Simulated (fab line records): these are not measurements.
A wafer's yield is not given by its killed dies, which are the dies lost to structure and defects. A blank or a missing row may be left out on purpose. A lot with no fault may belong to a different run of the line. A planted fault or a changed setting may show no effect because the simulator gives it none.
Lot-split experiment + flow berkeley cmos170 + route with 331 steps; 5 lots, 17 wafers read

== ON THE SPLIT ==
At UCB170_M1_METAL_ETCH_12 (etches Al in Cl2/BCl3, stops on PSG, target depth 780 nm, time 130 s), the setting time s was moved away from the recipe's 130 s on 2 of the 17 wafers read, by -13.9% to -9.9%. All remaining wafers had this setting at the recipe value.

The reading comes from the split's own step.

== THE READING ==
KrF_of_M1_COAT_04.thk nm (the simulator's own value, which no gauge read), in nm, at UCB170_M1_METAL_ETCH_12 (etches Al in Cl2/BCl3, stops on PSG, target depth 780 nm, time 130 s). There is no usual value for it anywhere in the file. The 15 wafers here that ran the recipe average 436.5 nm, standard deviation 8.4 nm.

| wafer  | tool, chamber at the split | time s as run, s | against the recipe | KrF_of_M1_COAT_04.thk nm, nm | against lot-mates on the recipe |
|--------|----------------------------|------------------|--------------------|------------------------------|---------------------------------|
| L076.5 | rie metal-01, 0            | 130              | recipe             | 436.8                        | -                               |
| L076.6 | rie metal-01, 1            | 111.9            | -13.9%             | 481.7                        | +44.9                           |
| L078.1 | rie metal-02, 0            | 130              | recipe             | 450                          | -                               |
| L078.3 | rie metal-02, 0            | 130              | recipe             | 447.6                        | -                               |
| L078.4 | rie metal-02, 1            | 130              | recipe             | 428.3                        | -                               |
| L078.5 | rie metal-02, 1            | 130              | recipe             | 432.7                        | -                               |
| L078.6 | rie metal-02, 0            | 130              | recipe             | 447.4                        | -                               |
| L080.2 | rie metal-01, 0            | 130              | recipe             | 435.3                        | -                               |
| L080.3 | rie metal-01, 0            | 130              | recipe             | 434.6                        | -                               |
| L080.4 | rie metal-01, 0            | 130              | recipe             | 436                          | -                               |
| L080.5 | rie metal-01, 0            | 130              | recipe             | 437                          | -                               |
| L080.6 | rie metal-01, 0            | 130              | recipe             | 437.9                        | -                               |
| L081.4 | rie metal-01, 0            | 130              | recipe             | 434.5                        | -                               |
| L081.5 | rie metal-01, 0            | 130              | recipe             | 436.1                        | -                               |
| L081.6 | rie metal-01, 0            | 130              | recipe             | 439.6                        | -                               |
| L085.4 | rie metal-04, 1            | 117.1            | -9.9%              | 487                          | +73.4                           |
| L085.5 | rie metal-04, 0            | 130              | recipe             | 413.6                        | -                               |

THE FIT
A straight line over all 17 wafers: KrF_of_M1_COAT_04.thk nm changes by -3.85 nm for each +1% of time s; r = -0.87; the points scatter about the line by 9.2 nm.
The same after taking each lot's own level away (the mean of its wafers on the recipe; 17 wafers): -4.59 nm for each +1%; r = -0.88; scatter 10 nm.
Per that fit: largest time s move, reading shift of 64 nm.
Measured against the standard deviation above, the lots' own levels, which go from 413.60 to 441.20 nm, span 3.3 times it.
In other words, the slope is changed by the lot-to-lot level; the two fits disagree.
Check: for one of the wafers moved furthest among these (-13.9%), held out of the fit, the line's prediction against its lot-mates is +103 nm. It came out at +44.9 nm against them.

== THESE WAFERS: OTHER SPLITS ==
Other splits were also applied to these wafers ahead of the reading. Each is held against what the fit with the lots' levels taken away leaves over:
| other split on the same wafers     | wafers away from the commonest value | r with KrF_of_M1_COAT_04.thk nm (lot level and that fit taken away) |
|------------------------------------|--------------------------------------|---------------------------------------------------------------------|
| UCB170_NSD_IMPLANT_08 dose cm2     | 7                                    | -0.08                                                               |
| UCB170_SDANNEAL_RTA_00 time s      | 3                                    | +0.01                                                               |
| UCB170_SILICIDE_SPUTTER_01 power w | 6                                    | -0.10                                                               |
| UCB170_M1_SPUTTER_00 time s        | 3                                    | +0.03                                                               |

== THE FILE'S OWN FIT ==
KrF_of_M1_COAT_04.thk nm changes by -4.63 nm for each +1% of time s, r = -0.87.
